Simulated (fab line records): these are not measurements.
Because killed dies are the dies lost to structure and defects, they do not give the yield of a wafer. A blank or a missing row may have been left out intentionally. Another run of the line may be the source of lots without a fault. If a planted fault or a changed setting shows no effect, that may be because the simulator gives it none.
fab line records	flow berkeley_cmos170
record lots=14	wafers=42	last_day=11
route steps=331 shown START@4 NWELL@16 PWELL@50 WELLDRIVE@56
lots untouched by any fault: they come from a run of this same line in which no faults occurred
start_h: hours from the record's first day to the start of the lot's first wafer shown	wait_h: hours from the lot's prior step to this one	" unchanged from the row above	L1.1+2: a single row standing in for several wafers	- value missing, or start not given	* or withheld: withheld	< > ~ a bound
route shown NAME@n: NAME is a module with steps in the file, n the number in the route of the first one	usual: average and standard deviation across the fault-free wafers	same: alike in all rows	chamber/n: place in a boat	sites: readings site by site	_std_site: standard deviation of those values	_edge_site: outer sites' mean less inner sites'	radius_mm: how far each site lies from the wafer's centre	mask NAME#n: copy n	behind: the most recent tool/chamber to have shaped the wafer	hold: what put the lot on hold/how long, in hours/how the hold closed	device: whichever transistor did not switch (one of n, p or np)	end of line: the tests these same wafers got at the end of their route	a step with no rows: only its recipe	killed: the dies lost at the first sort to structure and to defects; this is not the yield of the wafer	map: per-die view of a wafer (x killed, . not killed, _ where there is no die)
set.NAME: the setting that was run; set.NAME@STEP: the one run at that earlier step	model.NAME: the simulator's own value behind a step, which no gauge read
the route's steps for a sample of lots (tables are steps, rows are wafers)
services: the hour from which a tool's chamber was out of use, counted from the record's first day as start_h (under 0 if before that day), plus the number of hours and why
## steps
# step UCB170_START_THK_MEAS_03
# recipe reads=SiO2_of_START_OXIDATION_02
# usual START_OXIDE_THK=19.9/0.45
lot.wafer	tool	chamber	start_h	wait_h	START_OXIDE_THK[nm]
L633.1	film_metro-04	-	19.58	0.0	19.3
L633.4	"	-	"	"	19.4
L633.6	"	-	"	"	19.0
L634.1	film_metro-03	-	23.91	0.0	20.2
L634.3	"	-	"	"	20.0
L634.5	"	-	"	"	20.1
L635.2	film_metro-04	-	28.96	0.0	19.4
L635.5	"	-	"	"	19.6
L635.6	"	-	"	"	20.0
L636.3	film_metro-04	-	34.24	0.0	19.7
L636.4	"	-	"	"	20.0
L636.6	"	-	"	"	19.4
L638.3	film_metro-02	-	44.99	0.0	20.2
L638.4	"	-	"	"	20.2
L638.6	"	-	"	"	20.6
L639.1	film_metro-03	-	49.35	0.0	19.7
L639.3	"	-	"	"	20.0
L639.5	"	-	"	"	19.7
L640.1	film_metro-02	-	54.39	0.0	19.7
L640.5	"	-	"	"	19.6
L640.6	"	-	"	"	19.5
L643.2	film_metro-03	-	69.91	0.0	19.9
L643.3	"	-	"	"	20.2
L643.6	"	-	"	"	20.0
L645.1	film_metro-04	-	79.09	0.0	20.0
L645.4	"	-	"	"	20.1
L645.5	"	-	"	"	20.2
L646.2	film_metro-03	-	85.33	0.0	19.7
L646.5	"	-	"	"	19.6
L646.6	"	-	"	"	19.7
L647.1	film_metro-04	-	89.57	0.0	19.5
L647.4	"	-	"	"	19.3
L647.5	"	-	"	"	19.4
L648.2	film_metro-03	-	93.93	0.0	19.5
L648.5	"	-	"	"	19.6
L648.6	"	-	"	"	19.4
L649.1	film_metro-02	-	98.83	0.0	19.2
L649.3	"	-	"	"	19.3
L649.6	"	-	"	"	19.3
L651.1	film_metro-04	-	109.38	0.0	20.3
L651.3	"	-	"	"	20.4
L651.6	"	-	"	"	20.4
# step UCB170_NWELL_THK_MEAS_02
# recipe reads=SiO2_of_NWELL_OXIDATION_01
# usual NWELL_OXIDE_THK=26.2/0.46
lot.wafer	tool	chamber	start_h	wait_h	NWELL_OXIDE_THK[nm]
L633.1	film_metro-04	-	27.55	0.0	25.7
L633.4	"	-	"	"	25.8
L633.6	"	-	"	"	25.8
L634.1	film_metro-03	-	32.29	0.0	25.8
L634.3	"	-	"	"	26.3
L634.5	"	-	"	"	25.6
L635.2	film_metro-01	-	40.65	0.0	26.5
L635.5	"	-	"	"	26.2
L635.6	"	-	"	"	26.5
L636.3	film_metro-03	-	40.66	0.0	26.5
L636.4	"	-	"	"	26.7
L636.6	"	-	"	"	27.3
L638.3	film_metro-01	-	53.61	0.0	26.3
L638.4	"	-	"	"	26.2
L638.6	"	-	"	"	25.9
L639.1	film_metro-03	-	57.24	0.0	26.5
L639.3	"	-	"	"	27.2
L639.5	"	-	"	"	26.8
L640.1	film_metro-04	-	62.97	0.0	25.9
L640.5	"	-	"	"	25.4
L640.6	"	-	"	"	26.3
L643.2	film_metro-01	-	80.13	0.0	25.9
L643.3	"	-	"	"	26.2
L643.6	"	-	"	"	26.0
L645.1	film_metro-01	-	87.29	0.0	26.7
L645.4	"	-	"	"	26.9
L645.5	"	-	"	"	26.8
L647.1	film_metro-03	-	96.74	0.0	26.5
L647.4	"	-	"	"	26.5
L647.5	"	-	"	"	26.8
L646.2	film_metro-04	-	96.75	0.0	25.9
L646.5	"	-	"	"	25.9
L646.6	"	-	"	"	26.2
L648.2	film_metro-01	-	103.20	0.0	26.4
L648.5	"	-	"	"	26.2
L648.6	"	-	"	"	25.8
L649.1	film_metro-03	-	106.54	0.0	25.9
L649.3	"	-	"	"	26.1
L649.6	"	-	"	"	26.0
L651.1	film_metro-01	-	117.48	0.0	26.8
L651.3	"	-	"	"	26.7
L651.6	"	-	"	"	26.5
# step UCB170_PWELL_STRIP_16
# recipe chemistry=O2	power_w=400	pressure_mtorr=3500	platen_temp_c=withheld	o2_flow_sccm=400	overash_fraction=0.5
# usual chamber_pressure_mTorr=3500/3.3	drypump_motor_current_A=5.7/0.32	oes_product_au=0.721/0.0046	strip_time_to_endpoint_s=18.13/0.087
lot.wafer	tool	chamber	start_h	wait_h	chamber_pressure_mTorr	drypump_motor_current_A	oes_product_au	rf_hours_counter_h	strip_time_to_endpoint_s
L633.1	plasma_asher-03	0	54.08	0.1	3507	6.2	0.717	35	18.16
L633.4	"	1	"	"	3497	5.8	0.726	-	18.13
L633.6	"	1	"	"	3502	5.9	0.720	-	18.14
L634.1	plasma_asher-02	1	54.36	0.1	3498	5.8	0.713	35	18.16
L634.3	"	1	"	"	3500	5.8	0.727	-	18.07
L634.5	"	0	"	"	3502	5.2	0.719	-	18.15
L636.3	plasma_asher-02	1	64.68	0.1	3498	5.8	0.719	-	18.14
L636.4	"	0	"	"	3502	5.2	0.722	-	18.10
L636.6	"	0	"	"	3502	5.2	0.720	-	17.98
L635.2	plasma_asher-04	0	64.78	0.1	3500	5.7	0.715	31	18.22
L635.5	"	0	"	"	3503	5.7	0.712	-	18.23
L635.6	"	1	"	"	3498	5.4	0.722	-	18.18
L638.3	plasma_asher-02	1	75.30	0.1	3499	5.8	0.721	-	18.16
L638.4	"	0	"	"	3507	5.2	0.715	-	18.14
L638.6	"	1	"	"	3501	5.8	0.722	-	18.14
L639.1	plasma_asher-02	1	84.54	0.1	3495	5.8	0.728	38	18.11
L639.3	"	1	"	"	3502	5.8	0.719	-	18.12
L639.5	"	1	"	"	3504	5.8	0.715	-	18.12
L640.1	plasma_asher-04	0	89.92	0.1	3504	5.7	0.718	34	18.24
L640.5	"	0	"	"	3499	5.7	0.732	-	18.17
L640.6	"	1	"	"	3502	5.4	0.724	-	18.15
L643.2	plasma_asher-02	1	106.39	0.1	3499	5.8	0.720	41	18.16
L643.3	"	1	"	"	3495	5.8	0.723	-	18.32
L643.6	"	0	"	"	3500	5.2	0.721	-	18.27
L645.1	plasma_asher-03	1	114.14	0.1	3495	5.8	0.720	43	18.19
L645.4	"	1	"	"	3503	5.8	0.726	-	18.20
L645.5	"	1	"	"	3502	5.8	0.723	-	18.20
L647.1	plasma_asher-04	1	126.78	0.1	3498	5.4	0.716	40	18.05
L647.4	"	1	"	"	3498	5.3	0.723	-	17.94
L647.5	"	0	"	"	3500	5.7	0.724	-	17.94
L648.2	plasma_asher-03	1	126.82	0.1	3496	5.8	0.725	45	18.21
L648.5	"	1	"	"	3500	5.8	0.720	-	18.18
L648.6	"	0	"	"	3501	6.2	0.719	-	18.20
L646.2	plasma_asher-03	0	127.06	0.1	3496	6.2	0.713	45	18.14
L646.5	"	0	"	"	3502	6.2	0.724	-	18.31
L646.6	"	1	"	"	3499	5.8	0.723	-	18.23
L649.1	plasma_asher-04	1	132.86	0.1	3497	5.4	0.717	40	18.06
L649.3	"	0	"	"	3498	5.7	0.729	-	18.07
L649.6	"	1	"	"	3501	5.4	0.724	-	17.99
L651.1	plasma_asher-02	1	148.67	0.1	3496	5.8	0.722	2	18.15
L651.3	"	1	"	"	3498	5.8	0.724	-	18.11
L651.6	"	1	"	"	3495	5.8	0.728	-	18.10
# step UCB170_WELLDRIVE_OXIDATION_01
# recipe temp_c=1100	ambient=O2	target_thk_a=1990	ox_time_s=9000
# usual ox_temp_c=1099.9/0.5	ox_temp_c_max=1104.8/1.9
lot.wafer	tool	chamber	start_h	wait_h	ox_temp_c	ox_temp_c_max
L633.1	furnace-02	0	63.76	3.9	1100.3	1103.5
L633.4	"	0	"	"	1099.4	1103.6
L633.6	"	0	"	"	1100.2	1105.1
L634.1	furnace-02	0	63.76	3.8	1100.0	1104.1
L634.3	"	0	"	"	1099.8	1102.6
L634.5	"	0	"	"	1099.9	1103.4
L635.2	furnace-03	0	70.92	1.2	1100.4	1108.1
L635.5	"	0	"	"	1099.3	1107.5
L635.6	"	0	"	"	1098.7	1106.5
L636.3	furnace-03	0	70.92	1.2	1098.8	1106.3
L636.4	"	0	"	"	1098.9	1105.7
L636.6	"	0	"	"	1099.2	1107.4
L638.3	furnace-02	0	81.46	1.3	1100.2	1103.8
L638.4	"	0	"	"	1100.1	1104.5
L638.6	"	0	"	"	1100.6	1104.4
L639.1	furnace-02	0	91.89	2.8	1099.9	1103.2
L639.3	"	0	"	"	1099.6	1102.7
L639.5	"	0	"	"	1099.5	1105.6
L640.1	furnace-03	0	97.18	2.1	1100.6	1107.2
L640.5	"	0	"	"	1100.1	1109.2
L640.6	"	0	"	"	1099.7	1109.5
L643.2	furnace-01	0	118.51	1.7	1100.3	1107.4
L643.3	"	0	"	"	1100.5	1107.3
L643.6	"	0	"	"	1100.1	1106.2
L645.1	furnace-01	0	123.26	2.8	1100.3	1106.5
L645.4	"	0	"	"	1100.2	1106.6
L645.5	"	0	"	"	1100.1	1109.0
L646.2	furnace-02	-	135.78	0.4	-	-
L646.5	"	-	"	"	-	-
L646.6	"	-	"	"	-	-
L647.1	furnace-02	-	135.78	1.9	-	-
L647.4	"	-	"	"	-	-
L647.5	"	-	"	"	-	-
L648.2	furnace-02	0	135.78	1.9	1100.2	1103.8
L648.5	"	0	"	"	1099.7	1102.6
L648.6	"	0	"	"	1099.7	1104.0
L649.1	furnace-02	0	143.21	4.7	1099.8	1102.9
L649.3	"	0	"	"	1100.1	1103.5
L649.6	"	0	"	"	1100.2	1102.7
L651.1	furnace-02	0	161.83	5.2	1099.5	1102.7
L651.3	"	0	"	"	1099.5	1102.8
L651.6	"	0	"	"	1099.7	1103.8
## services
tool	chamber	start_h	hours	kind
plasma_asher-04	-	42.85	0.7	repair
furnace-03	-	91.12	4.6	pm
plasma_asher-03	-	100.29	2.8	pm
furnace-02	-	106.69	3.4	pm
plasma_asher-02	-	108.75	9.0	pm
plasma_asher-02	0	108.75	9.0	vent_cycle
plasma_asher-02	1	108.75	9.0	vent_cycle
plasma_asher-02	0	117.75	-	clean
plasma_asher-02	1	117.75	-	clean
plasma_asher-02	-	126.56	1.4	repair
furnace-01	-	133.79	25.8	repair
furnace-01	-	159.56	8.8	pm
## key
first_sign step=UCB170_WELLDRIVE_OXIDATION_01	reading=tool_record	direction=missing
effect none on later readings
met_at UCB170_WELLDRIVE_OXIDATION_01
struck_lots L646,L647
later_rows_left_out L646.2,L646.5,L646.6,L647.1,L647.4,L647.5
sort_left_out L646.2,L646.5,L646.6,L647.1,L647.4,L647.5
tester_left_out L646,L647
not_acting_at UCB170_START_THK_MEAS_03,UCB170_NWELL_THK_MEAS_02,UCB170_PWELL_STRIP_16
onset_between 91.89 135.78
fault kind=skipped_step_whole	tool=furnace-02	chamber=-	onset_h=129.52	steps=UCB170_WELLDRIVE_OXIDATION_01	scope=struck_lots_only
# tester_left_out: of these lots the tester's yield and bins aren't shown, on N5 and GAA mostly nor the transistor test; their killed dies are dies lost to structure and defects alone, not to doping, threshold or leakage, so they don't give the yield
# sort_left_out: the simulated sort isn't trusted on such a fault, so these wafers' sort isn't shown, and their yield isn't known
# later_rows_left_out: the simulator's readings of these wafers behind a module that went badly wrong aren't trusted and aren't shown, but for the sort
